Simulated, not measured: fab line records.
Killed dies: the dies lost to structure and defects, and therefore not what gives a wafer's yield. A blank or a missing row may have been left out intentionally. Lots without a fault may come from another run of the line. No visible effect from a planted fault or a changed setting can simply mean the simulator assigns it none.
2 desks, one fault | flow berkeley cmos170 | each desk holds nothing but its own numbers, with what lay behind them at the end

AT THE TOOL OWNER'S DESK: pecvd-01
The tool's own readings at UCB170_SPACER_CVD_00 (deposits SiO2 from TEOS/O2, target thk 376 nm, time 47 s): means of the sampled wafers that have a number, for each lot that ran on this tool. The brackets show how far a lot's mean lies from the usual mean; more than 4 standard deviations puts the lot out of limits, marked OUT.
Columns: A = heater power w at UCB170_SPACER_CVD_00, usual 293 W; B = rf fwd power W at UCB170_SPACER_CVD_00, usual 542.6 W
lot  | first seen here | A   | B
L826 | day 7 14:46     | 313 | 543.9
L834 | day 9 09:11     | 351 | 542.5
L842 | day 11 05:20    | 306 | 617.0 (+32) OUT
L846 | day 12 01:43    | 321 | 615.6 (+32) OUT
L843 | day 12 01:46    | 300 | 615.5 (+32) OUT
This desk's finding: out of limits on L842, L843, L846; first on L842, day 11 05:20 (rf fwd power W at UCB170_SPACER_CVD_00). L826, L834 stayed within limits.

FROM THE METROLOGY DESK
Means of the sampled wafers that have a number, per lot and without regard to the tool the lot ran on: this is what the gauges read. The brackets show how far a lot's mean lies from the usual mean; more than 4 standard deviations puts the lot out of limits, marked OUT.
Columns: A = cd nm at UCB170_GATE_CD_MEAS_12, usual 350.0 nm; B = SPACER_TEOS_THK at UCB170_SPACER_THK_MEAS_01, usual 373 nm; C = cd nm at UCB170_M1_CD_MEAS_09, usual 700.2 nm
lot  | first seen here | A     | B   | C
L827 | day 7 09:35     | 351.7 | 379 | 699.2
L826 | day 7 09:49     | 348.8 | 372 | 700.0
L828 | day 7 10:04     | 351.0 | 374 | 702.0
L832 | day 8 08:56     | 350.0 | 376 | 701.2
L833 | day 8 21:47     | 351.3 | 371 | 697.3
L838 | day 9 03:23     | 348.0 | 366 | 700.8
L837 | day 9 03:37     | 347.8 | 377 | 700.0
L834 | day 9 03:44     | 350.2 | 372 | 701.1
L839 | day 10 03:44    | 345.9 | 366 | 701.1
L842 | day 11 00:16    | 351.9 | 384 | 702.3
L846 | day 11 20:56    | 350.1 | 387 | 701.6
L844 | day 11 21:11    | 347.3 | 369 | 700.5
L845 | day 11 21:22    | 349.4 | 370 | 701.0
L843 | day 11 21:32    | 350.0 | 382 | 698.9
L847 | day 12 08:50    | 349.9 | 373 | 703.1
Result from this desk: across the 15 lots, nothing is out of limits.

ALL TOGETHER
The tool owner's desk had the chance to raise an alarm at day 11 05:20 on L842, L843, L846.
Nothing out of limits was seen by the metrology desk.
The metrology desk holds a record of L842, L843, L846, inside its limits.
UCB170_SPACER_CVD_00 was run on pecvd-01 by each of the lots named.

WHAT HAD BEEN PUT IN BY THE SIMULATOR
pecvd-01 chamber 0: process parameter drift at UCB170_SPACER_CVD_00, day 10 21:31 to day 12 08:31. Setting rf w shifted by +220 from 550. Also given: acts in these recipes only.
Shown lots that were struck: L842, L843, L846.
Hours from the fault's start to each desk's first reading out of limits: the tool owner's desk, 8.
